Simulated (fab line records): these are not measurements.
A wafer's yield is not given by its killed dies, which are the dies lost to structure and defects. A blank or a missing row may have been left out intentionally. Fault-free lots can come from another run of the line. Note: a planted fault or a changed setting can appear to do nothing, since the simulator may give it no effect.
fab line records + flow rit-cmos
record:
- lots: 6
- wafers: 18
- last-day: 6
route steps=202 shown PWELL@49 WELLDRIVE@50 NWELL@51 NRETRO@53 PRETRO@64 M1@202
lots untouched by any fault: they come from a run of this same line in which no faults occurred
start-h: the number of hours between the record's first day and the start of the first shown wafer of the lot + wait-h: hours elapsed since this lot's preceding step + " repeats the value in the row above + L1.1+2: a row that stands for several wafers + - no value, or no start was given + * or withheld: withheld + < > ~ a bound
route shown NAME@n: NAME is a module with steps in the file, n the number in the route of the first one + usual: mean and standard deviation over wafers with no fault + same: alike in all rows + chamber/n: place in a boat + sites: each site's reading + _std_site: standard deviation across them + _edge_site: the outer-site mean with the inner-site mean subtracted + radius-mm: for every site, how far away it sits from the centre of the wafer + mask NAME#n: copy n + behind: the tool/chamber that last shaped the wafer + hold: cause of the lot's hold/its duration in hours/its outcome + device: whichever transistor did not switch (one of n, p or np) + end of line: the route-end tests of the same wafers + a step without rows: its recipe alone + killed: the dies lost at the first sort to structure and to defects; this is not the yield of the wafer + map: a wafer's dies, x killed, . not, _ none there
set.NAME: setting as actually run; set.NAME@STEP: the setting as run at that earlier step + model.NAME: the simulator's own value behind a step, which no gauge read
a table for each step, a row for each wafer; lots at some steps of the route
services: a tool's chamber out of use, with start hour (start-h, from the record's first day; less than 0 if before it), hours out, and reason
== steps ==
step: RIT_PWELL_TW_MEAS_10
usual:
- PWELL_TW: 951/6.7
| lot.wafer | tool          | chamber | start-h | wait-h | PWELL_TW |
|-----------|---------------|---------|---------|--------|----------|
| L447.2    | film-metro-01 | -       | 25.12   | 0.1    | 961      |
| L447.4    | "             | -       | "       | "      | 961      |
| L447.6    | "             | -       | "       | "      | 954      |
| L450.1    | film-metro-02 | -       | 39.44   | 0.1    | 951      |
| L450.2    | "             | -       | "       | "      | 947      |
| L450.5    | "             | -       | "       | "      | 941      |
| L451.3    | film-metro-01 | -       | 43.80   | 0.1    | 959      |
| L451.4    | "             | -       | "       | "      | 959      |
| L451.5    | "             | -       | "       | "      | 957      |
| L452.1    | film-metro-01 | -       | 50.12   | 0.1    | 952      |
| L452.2    | "             | -       | "       | "      | 949      |
| L452.5    | "             | -       | "       | "      | 952      |
| L456.2    | film-metro-02 | -       | 72.98   | 0.1    | 947      |
| L456.3    | "             | -       | "       | "      | 943      |
| L456.5    | "             | -       | "       | "      | 949      |
| L461.2    | film-metro-01 | -       | 92.91   | 0.1    | 956      |
| L461.4    | "             | -       | "       | "      | 960      |
| L461.5    | "             | -       | "       | "      | 954      |
step: RIT_WELLDRIVE_ANNEAL_00
recipe:
- temp-c: 1100
- time-s: 14700
- ambient: N2
step: RIT_WELLDRIVE_RS_MEAS_01
recipe:
- thk-meas-gauge: four-point-probe
usual:
- NWELL_RS: 275.3/0.68
| lot.wafer | tool          | chamber | start-h | wait-h | NWELL_RS[ohm/sq] |
|-----------|---------------|---------|---------|--------|------------------|
| L447.2    | film-metro-01 | -       | 31.42   | 0.0    | 276.0            |
| L447.4    | "             | -       | "       | "      | 275.5            |
| L447.6    | "             | -       | "       | "      | 276.2            |
| L450.1    | film-metro-04 | -       | 44.59   | 0.0    | 276.4            |
| L450.2    | "             | -       | "       | "      | 275.9            |
| L450.5    | "             | -       | "       | "      | 275.8            |
| L451.3    | film-metro-01 | -       | 50.88   | 0.0    | 275.6            |
| L451.4    | "             | -       | "       | "      | 275.8            |
| L451.5    | "             | -       | "       | "      | 275.4            |
| L452.1    | film-metro-02 | -       | 56.87   | 0.0    | 276.4            |
| L452.2    | "             | -       | "       | "      | 276.0            |
| L452.5    | "             | -       | "       | "      | 276.5            |
| L456.2    | film-metro-02 | -       | 78.14   | 0.0    | 274.9            |
| L456.3    | "             | -       | "       | "      | 274.8            |
| L456.5    | "             | -       | "       | "      | 275.3            |
| L461.2    | film-metro-02 | -       | 98.07   | 0.0    | 274.2            |
| L461.4    | "             | -       | "       | "      | 274.4            |
| L461.5    | "             | -       | "       | "      | 275.6            |
step: RIT_WELLDRIVE_RS_MEAS_02
recipe:
- thk-meas-gauge: four-point-probe
usual:
- PWELL_RS: 429.3/1.2
| lot.wafer | tool          | chamber | start-h | wait-h | PWELL_RS[ohm/sq] |
|-----------|---------------|---------|---------|--------|------------------|
| L447.2    | film-metro-01 | -       | 31.54   | 0.1    | 429.4            |
| L447.4    | "             | -       | "       | "      | 430.3            |
| L447.6    | "             | -       | "       | "      | 430.3            |
| L450.1    | film-metro-04 | -       | 44.71   | 0.1    | 430.3            |
| L450.2    | "             | -       | "       | "      | 430.0            |
| L450.5    | "             | -       | "       | "      | 429.1            |
| L451.3    | film-metro-01 | -       | 51.00   | 0.1    | 432.2            |
| L451.4    | "             | -       | "       | "      | 430.1            |
| L451.5    | "             | -       | "       | "      | 431.4            |
| L452.1    | film-metro-02 | -       | 56.99   | 0.1    | 428.4            |
| L452.2    | "             | -       | "       | "      | 427.7            |
| L452.5    | "             | -       | "       | "      | 427.1            |
| L456.2    | film-metro-02 | -       | 78.26   | 0.1    | 429.4            |
| L456.3    | "             | -       | "       | "      | 427.2            |
| L456.5    | "             | -       | "       | "      | 429.5            |
| L461.2    | film-metro-02 | -       | 98.19   | 0.1    | 427.6            |
| L461.4    | "             | -       | "       | "      | 426.7            |
| L461.5    | "             | -       | "       | "      | 427.0            |
step: RIT_NRETRO_HMDS_00
recipe:
- prime-time-s: 60
- prime-temp-c: 140
step: RIT_NRETRO_COAT_01
recipe:
- resist: NOVOLAK
- spin-rpm: 2000
- resist-thk-nm: 1300
step: RIT_NRETRO_SOFTBAKE_02
recipe:
- resist: NOVOLAK
- temp-c: 90
- time-s: 61.41
usual:
- plate-sensor-t-centre-C: 90.970/0.0092
- plate-sensor-t-edge-C: 91.019/0.0097
| lot.wafer | tool           | chamber | start-h | wait-h | plate-sensor-t-centre-C | plate-sensor-t-edge-C |
|-----------|----------------|---------|---------|--------|-------------------------|-----------------------|
| L447.2    | litho-track-01 | 0       | 31.97   | 0.1    | 90.963                  | 91.019                |
| L447.4    | "              | 0       | "       | "      | 90.967                  | 91.015                |
| L447.6    | "              | 0       | "       | "      | 90.969                  | 91.010                |
| L450.1    | litho-track-04 | 0       | 45.13   | 0.1    | 90.971                  | 91.014                |
| L450.2    | "              | 0       | "       | "      | 90.963                  | 91.024                |
| L450.5    | "              | 0       | "       | "      | 90.957                  | 91.005                |
| L451.3    | litho-track-01 | 0       | 51.43   | 0.1    | 90.956                  | 90.999                |
| L451.4    | "              | 0       | "       | "      | 90.951                  | 91.035                |
| L451.5    | "              | 0       | "       | "      | 90.980                  | 91.010                |
| L452.1    | litho-track-02 | 0       | 57.41   | 0.1    | 90.978                  | 91.023                |
| L452.2    | "              | 0       | "       | "      | 90.974                  | 91.022                |
| L452.5    | "              | 0       | "       | "      | 90.975                  | 91.028                |
| L456.2    | litho-track-02 | 0       | 78.68   | 0.1    | 90.979                  | 91.022                |
| L456.3    | "              | 0       | "       | "      | 90.966                  | 91.028                |
| L456.5    | "              | 0       | "       | "      | 90.978                  | 91.027                |
| L461.2    | litho-track-02 | 0       | 98.61   | 0.1    | 90.955                  | 91.013                |
| L461.4    | "              | 0       | "       | "      | 90.957                  | 91.014                |
| L461.5    | "              | 0       | "       | "      | 90.955                  | 91.018                |
step: RIT_NRETRO_EXPOSE_03
recipe:
- mask-id: M4
- na: 0.57
- target-cd-nm: 43900
- dose-mj: 250
step: RIT_NRETRO_PEB_04
recipe:
- resist: NOVOLAK
- temp-c: withheld
- time-s: withheld
step: RIT_NRETRO_DEVELOP_05
recipe:
- resist: NOVOLAK
- develop-time-s: 68
- dev-temp-c: 23
step: RIT_NRETRO_OVL_MEAS_06
usual:
- NRETRO_OVL: 0.9/1.5
| lot.wafer | tool       | chamber | start-h | wait-h | NRETRO_OVL[nm] |
|-----------|------------|---------|---------|--------|----------------|
| L447.2    | overlay-02 | -       | 32.53   | -      | 0.1            |
| L447.4    | "          | -       | "       | "      | 3.0            |
| L447.6    | "          | -       | "       | "      | 1.8            |
| L450.1    | overlay-01 | -       | 45.83   | -      | 0.9            |
| L450.2    | "          | -       | "       | "      | 1.6            |
| L450.5    | "          | -       | "       | "      | 1.6            |
| L451.3    | overlay-01 | -       | 52.10   | -      | 1.7            |
| L451.4    | "          | -       | "       | "      | 2.9            |
| L451.5    | "          | -       | "       | "      | 2.9            |
| L452.1    | overlay-01 | -       | 58.11   | -      | 3.5            |
| L452.2    | "          | -       | "       | "      | 2.4            |
| L452.5    | "          | -       | "       | "      | 2.9            |
| L456.2    | overlay-01 | -       | 79.37   | -      | 1.1            |
| L456.3    | "          | -       | "       | "      | 2.2            |
| L456.5    | "          | -       | "       | "      | 1.5            |
| L461.2    | overlay-01 | -       | 99.50   | -      | 1.5            |
| L461.4    | "          | -       | "       | "      | 2.6            |
| L461.5    | "          | -       | "       | "      | 2.8            |
step: RIT_NRETRO_HARDBAKE_07
recipe:
- resist: NOVOLAK
- temp-c: 140
- time-s: 120
step: RIT_NRETRO_IMPLANT_08
recipe:
- species: P
- energy-kev: 70
- dose-cm2: 1e+13
- tilt-deg: 7
usual:
- dose-ions-cm2: 1.0003e+13/1.2e+10
- faraday-current-uA: 31.7/0.63
| lot.wafer | tool         | chamber | start-h | wait-h | dose-ions-cm2 | faraday-current-uA |
|-----------|--------------|---------|---------|--------|---------------|--------------------|
| L447.2    | implanter-04 | 0       | 32.83   | 0.2    | 1.0003e+13    | 32.7               |
| L447.4    | "            | 0       | "       | "      | 1.0005e+13    | 33.7               |
| L447.6    | "            | 0       | "       | "      | 9.98e+12      | 31.5               |
| L450.1    | implanter-04 | 0       | 46.12   | 0.2    | 1.0015e+13    | 32.0               |
| L450.2    | "            | 0       | "       | "      | 9.999e+12     | 31.7               |
| L450.5    | "            | 0       | "       | "      | 9.983e+12     | 31.3               |
| L451.3    | implanter-03 | 0       | 52.42   | 0.2    | 1.0013e+13    | 31.2               |
| L451.4    | "            | 0       | "       | "      | 1.0009e+13    | 32.2               |
| L451.5    | "            | 0       | "       | "      | 1.0017e+13    | 31.8               |
| L452.1    | implanter-04 | 0       | 58.40   | 0.2    | 7.811e+12     | 24.4               |
| L452.2    | "            | 0       | "       | "      | 7.79e+12      | 25.7               |
| L452.5    | "            | 0       | "       | "      | 7.791e+12     | 24.2               |
| L456.2    | implanter-04 | 0       | 79.67   | 0.2    | 7.812e+12     | 25.0               |
| L456.3    | "            | 0       | "       | "      | 7.812e+12     | 25.2               |
| L456.5    | "            | 0       | "       | "      | 7.803e+12     | 24.5               |
| L461.2    | implanter-03 | 0       | 99.80   | 0.2    | 9.987e+12     | 31.3               |
| L461.4    | "            | 0       | "       | "      | 1.0002e+13    | 31.7               |
| L461.5    | "            | 0       | "       | "      | 9.998e+12     | 31.3               |
step: RIT_NRETRO_STRIP_09
recipe:
- chemistry: O2
- time-s: 180
- resist: NOVOLAK
- platen-temp-c: withheld
- power-w: 500
- pressure-mtorr: 4000
- o2-flow-sccm: 4000
usual:
- drypump-motor-current-A: 5.7/0.42
| lot.wafer | tool            | chamber | start-h | wait-h | drypump-motor-current-A | rf-hours-counter-h |
|-----------|-----------------|---------|---------|--------|-------------------------|--------------------|
| L447.2    | plasma-asher-03 | 1       | 32.96   | 0.1    | 5.6                     | 38                 |
| L447.4    | "               | 0       | "       | "      | 5.9                     | -                  |
| L447.6    | "               | 1       | "       | "      | 5.6                     | -                  |
| L450.1    | plasma-asher-02 | 0       | 46.27   | 0.1    | 5.6                     | 27                 |
| L450.2    | "               | 1       | "       | "      | 6.6                     | 27                 |
| L450.5    | "               | 1       | "       | "      | 6.6                     | -                  |
| L451.3    | plasma-asher-02 | 0       | 52.58   | 0.1    | 5.6                     | -                  |
| L451.4    | "               | 1       | "       | "      | 6.6                     | -                  |
| L451.5    | "               | 0       | "       | "      | 5.6                     | -                  |
| L452.1    | plasma-asher-03 | 0       | 58.55   | 0.1    | 5.9                     | 41                 |
| L452.2    | "               | 1       | "       | "      | 5.6                     | 41                 |
| L452.5    | "               | 0       | "       | "      | 5.9                     | -                  |
| L456.2    | plasma-asher-04 | 0       | 79.80   | 0.1    | 5.7                     | 43                 |
| L456.3    | "               | 1       | "       | "      | 5.3                     | -                  |
| L456.5    | "               | 1       | "       | "      | 5.3                     | -                  |
| L461.2    | plasma-asher-02 | 0       | 99.93   | 0.1    | 5.5                     | 33                 |
| L461.4    | "               | 1       | "       | "      | 6.6                     | -                  |
| L461.5    | "               | 1       | "       | "      | 6.6                     | -                  |
step: RIT_NRETRO_TW_MEAS_10
usual:
- NRETRO_TW: 1046/6.6
| lot.wafer | tool          | chamber | start-h | wait-h | NRETRO_TW |
|-----------|---------------|---------|---------|--------|-----------|
| L447.2    | film-metro-04 | -       | 33.14   | 0.1    | 1043      |
| L447.4    | "             | -       | "       | "      | 1051      |
| L447.6    | "             | -       | "       | "      | 1044      |
| L450.1    | film-metro-03 | -       | 46.44   | 0.1    | 1043      |
| L450.2    | "             | -       | "       | "      | 1047      |
| L450.5    | "             | -       | "       | "      | 1048      |
| L451.3    | film-metro-04 | -       | 52.72   | 0.1    | 1044      |
| L451.4    | "             | -       | "       | "      | 1047      |
| L451.5    | "             | -       | "       | "      | 1044      |
| L452.1    | film-metro-02 | -       | 58.72   | 0.1    | 963       |
| L452.2    | "             | -       | "       | "      | 967       |
| L452.5    | "             | -       | "       | "      | 965       |
| L456.2    | film-metro-02 | -       | 79.98   | 0.1    | 970       |
| L456.3    | "             | -       | "       | "      | 966       |
| L456.5    | "             | -       | "       | "      | 965       |
| L461.2    | film-metro-04 | -       | 100.11  | 0.1    | 1044      |
| L461.4    | "             | -       | "       | "      | 1038      |
| L461.5    | "             | -       | "       | "      | 1040      |
step: RIT_PRETRO_HMDS_00
recipe:
- prime-time-s: 60
- prime-temp-c: 140
step: RIT_M1_PROBE_99
usual:
- killed-at-front-end: 6.9/2.9
- killed-dies: 7.0/2.9
- killed-open: 3.4/2.1
- killed-short: 3.5/1.8
same:
- gross-dies: 264
- killed_at_M0_to_M3: 0
- killed_at_M4_up: 0
- killed-at-back-side: 0
- killed-at-contacts: 0
- killed-at-other: 0
| lot.wafer | tool      | chamber | start-h | wait-h | killed-at-front-end | killed-dies | killed-open | killed-short | model.etest.pmos_0p3.r-on-ohm-um | model.etest.pmos_0p15.drive-ua-um | model.etest.pmos-turned.drive-ua-um | model.etest.pmos-narrow.drive-ua-um | model.etest.pmos_0p3.drive-ua-um | model.etest.well-edge-right.line-ohm-um | model.etest.well-edge-left.line-ohm-um | model.etest.pmos_0p15.off-log10-a-um |
|-----------|-----------|---------|---------|--------|---------------------|-------------|-------------|--------------|----------------------------------|-----------------------------------|-------------------------------------|-------------------------------------|----------------------------------|-----------------------------------------|----------------------------------------|--------------------------------------|
| L447.2    | prober-01 | -       | 59.92   | 0.1    | 4                   | 4           | 2           | 2            | 6416                             | 249                               | 182.4                               | 97.54                               | 97.97                            | 182.6                                   | 185.8                                  | -10.43                               |
| L447.4    | prober-01 | -       | 60.02   | 0.2    | 6                   | 6           | 4           | 2            | 6463                             | 241                               | 178.6                               | 95.42                               | 96.92                            | 179.7                                   | 184.3                                  | -10.75                               |
| L447.6    | prober-01 | -       | 60.12   | 0.2    | 7                   | 7           | 3           | 4            | 6368                             | 250.4                             | 187.9                               | 96.49                               | 99.17                            | 184.7                                   | 183.8                                  | -10.46                               |
| L450.1    | prober-02 | -       | 76.54   | 0.1    | 6                   | 6           | 1           | 5            | 6383                             | 248.7                             | 181.7                               | 98.69                               | 100.4                            | 185.3                                   | 183.9                                  | -10.6                                |
| L450.2    | prober-02 | -       | 76.59   | 0.1    | 3                   | 3           | 2           | 1            | 6388                             | 245.3                             | 181.7                               | 98.94                               | 98.25                            | 182.8                                   | 181.2                                  | -10.57                               |
| L450.5    | prober-02 | -       | 76.74   | 0.2    | 2                   | 2           | 1           | 1            | 6320                             | 249.2                             | 182.4                               | 98.48                               | 99.62                            | 185.8                                   | 185.2                                  | -10.65                               |
| L451.3    | prober-01 | -       | 79.80   | 0.2    | 6                   | 6           | 3           | 3            | 6278                             | 250.4                             | 182                                 | 98.69                               | 102.2                            | 185.1                                   | 183.7                                  | -10.48                               |
| L451.4    | prober-01 | -       | 79.85   | 0.2    | 10                  | 10          | 4           | 6            | 6232                             | 256.1                             | 192.3                               | 99.96                               | 103.1                            | 184.2                                   | 184.8                                  | -10.39                               |
| L451.5    | prober-01 | -       | 79.90   | 0.2    | 5                   | 5           | 0           | 5            | 6311                             | 250.4                             | 184.5                               | 96.46                               | 99.84                            | 183                                     | 181.9                                  | -10.52                               |
| L452.1    | prober-02 | -       | 89.18   | 0.1    | 8                   | 8           | 5           | 3            | 6054                             | 268.4                             | 203.5                               | 110.4                               | 106.7                            | 188.2                                   | 185.3                                  | -9.8                                 |
| L452.2    | prober-02 | -       | 89.23   | 0.1    | 2                   | 2           | 1           | 1            | 6105                             | 272                               | 208.5                               | 108.5                               | 106.8                            | 189.5                                   | 188.1                                  | -9.82                                |
| L452.5    | prober-02 | -       | 89.38   | 0.2    | 7                   | 7           | 4           | 3            | 6112                             | 261.4                             | 201.5                               | 108                                 | 107                              | 188.8                                   | 185.6                                  | -10.06                               |
| L456.2    | prober-02 | -       | 108.24  | 0.1    | 4                   | 4           | 1           | 3            | 5933                             | 272.7                             | 206.2                               | 104.3                               | 111.3                            | 188.2                                   | 186.3                                  | -9.8                                 |
| L456.3    | prober-02 | -       | 108.29  | 0.2    | 11                  | 11          | 8           | 3            | 6134                             | 262.8                             | 198.7                               | 104.3                               | 108.7                            | 187                                     | 184.9                                  | -10.08                               |
| L456.5    | prober-02 | -       | 108.39  | 0.2    | 5                   | 5           | 1           | 4            | 5946                             | 274.9                             | 209.4                               | 107.1                               | 111.7                            | 187.2                                   | 184.2                                  | -9.734                               |
| L461.2    | prober-01 | -       | 132.54  | 0.1    | 6                   | 6           | 2           | 4            | 6217                             | 261.5                             | 199                                 | 98.55                               | 100.6                            | 182.5                                   | 183.6                                  | -10.25                               |
| L461.4    | prober-01 | -       | 132.64  | 0.2    | 12                  | 12          | 2           | 10           | 6257                             | 258.8                             | 195.8                               | 98.93                               | 101.1                            | 183.2                                   | 180.5                                  | -10.28                               |
| L461.5    | prober-01 | -       | 132.69  | 0.2    | 5                   | 5           | 2           | 3            | 6131                             | 273.3                             | 207                                 | 100.6                               | 103.5                            | 184.7                                   | 184.4                                  | -10.1                                |
killed by level:class
L447.2 GATE:geometric-particle:open=2 FOX2:geometric-particle:short=1 GATE:geometric-particle:short=1
L447.4 GATE:geometric-particle:open=2 FOX1:geometric-particle:open=1 GATE:geometric-particle:short=1 REOX:geometric-particle:short=1 REOX:geometric-particle:open=1
L447.6 GATE:geometric-particle:short=2 FOX2:geometric-particle:open=1 SILICIDE:geometric-particle:open=1 GATE:geometric-particle:open=1 REOX:geometric-particle:short=1 SPACER:geometric-particle:short=1
L450.1 GATE:geometric-particle:short=3 SPACER:geometric-particle:short=1 SILICIDE:geometric-particle:open=1 SILICIDE:geometric-particle:short=1
L450.2 GATE:geometric-particle:open=1 REOX:geometric-particle:short=1 REOX:geometric-particle:open=1
L450.5 GATE:geometric-particle:open=1 GATE:geometric-particle:short=1
L451.3 REOX:geometric-particle:open=3 FOX1:geometric-particle:short=2 GATE:geometric-particle:short=1
L451.4 GATE:geometric-particle:open=3 GATE:geometric-particle:short=2 FOX2:geometric-particle:open=1 FOX2:geometric-particle:short=1 REOX:geometric-particle:short=1 SPACER:geometric-particle:short=1 SILICIDE:geometric-particle:short=1
L451.5 FOX2:geometric-particle:short=2 GATE:geometric-particle:short=1 REOX:geometric-particle:short=1 SILICIDE:geometric-particle:short=1
L452.1 FOX1:geometric-particle:open=3 FOX1:geometric-particle:short=2 FOX2:geometric-particle:open=1 GATE:geometric-particle:open=1 REOX:geometric-particle:short=1
L452.2 GATE:geometric-particle:open=1 GATE:geometric-particle:short=1
L452.5 GATE:geometric-particle:open=2 FOX1:geometric-particle:short=1 FOX1:geometric-particle:open=1 FOX2:geometric-particle:open=1 FOX2:geometric-particle:short=1 GATE:geometric-particle:short=1
L456.2 FOX1:geometric-particle:short=1 REOX:geometric-particle:open=1 REOX:geometric-particle:short=1 SPACER:geometric-particle:short=1
L456.3 FOX1:geometric-particle:open=2 GATE:geometric-particle:short=2 REOX:geometric-particle:open=2 SPACER:geometric-particle:open=2 FOX2:geometric-particle:open=1 GATE:geometric-particle:open=1 REOX:geometric-particle:short=1
L456.5 SILICIDE:geometric-particle:short=3 FOX2:geometric-particle:short=1 GATE:geometric-particle:open=1
L461.2 GATE:geometric-particle:short=2 SPACER:geometric-particle:short=2 REOX:geometric-particle:open=1 SILICIDE:geometric-particle:open=1
L461.4 GATE:geometric-particle:short=6 FOX2:geometric-particle:short=2 SPACER:geometric-particle:open=2 FOX1:geometric-particle:short=1 SPACER:geometric-particle:short=1
L461.5 GATE:geometric-particle:short=1 REOX:geometric-particle:short=1 SPACER:geometric-particle:open=1 SPACER:geometric-particle:short=1 SILICIDE:geometric-particle:open=1
== services ==
| tool            | chamber | start-h | hours | kind   |
|-----------------|---------|---------|-------|--------|
| plasma-asher-04 | -       | 37.92   | 1.1   | repair |
| implanter-03    | -       | 43.12   | 5.7   | pm     |
| implanter-03    | -       | 66.74   | 2.6   | pm     |
| implanter-03    | -       | 76.76   | 3.5   | repair |
== key ==
first-sign:
- step: RIT_NRETRO_IMPLANT_08
- reading: dose-ions-cm2
- direction: down
- sigmas: 99+
- usual: 1.0003e+13
- struck: 7.803e+12
effect:
- step: RIT_NRETRO_IMPLANT_08
- reading: faraday-current-uA
- direction: down
- sigmas: 11
- usual: 31.7
- struck: 24.8
effect:
- step: RIT_NRETRO_TW_MEAS_10
- reading: NRETRO_TW
- direction: down
- sigmas: 12
- usual: 1046
- struck: 966
model-effect:
- step: RIT_M1_PROBE_99
- value: etest.pmos_0p3.r-on-ohm-um
- without: 6292
- struck: 6047
met-at RIT_NRETRO_IMPLANT_08
struck-wafers L452.1,L452.2,L452.5,L456.2,L456.3,L456.5
tester-left-out L452,L456
onset-between 46.12 58.40
fault:
- kind: process-parameter-drift
- tool: implanter-04
- chamber: -
- onset-h: 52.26
- steps: RIT_NRETRO_IMPLANT_08
- channel: dose-cm2
- offset: -2.2e+12
- shape: step
- end-h: 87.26
- acts-in: these-recipes-only
- stated: 1e+13
tester-left-out: of these lots the tester's yield and bins aren't shown, on N5 and GAA mostly nor the transistor test; their killed dies are dies lost to structure and defects alone, not to doping, threshold or leakage, so they don't give the yield
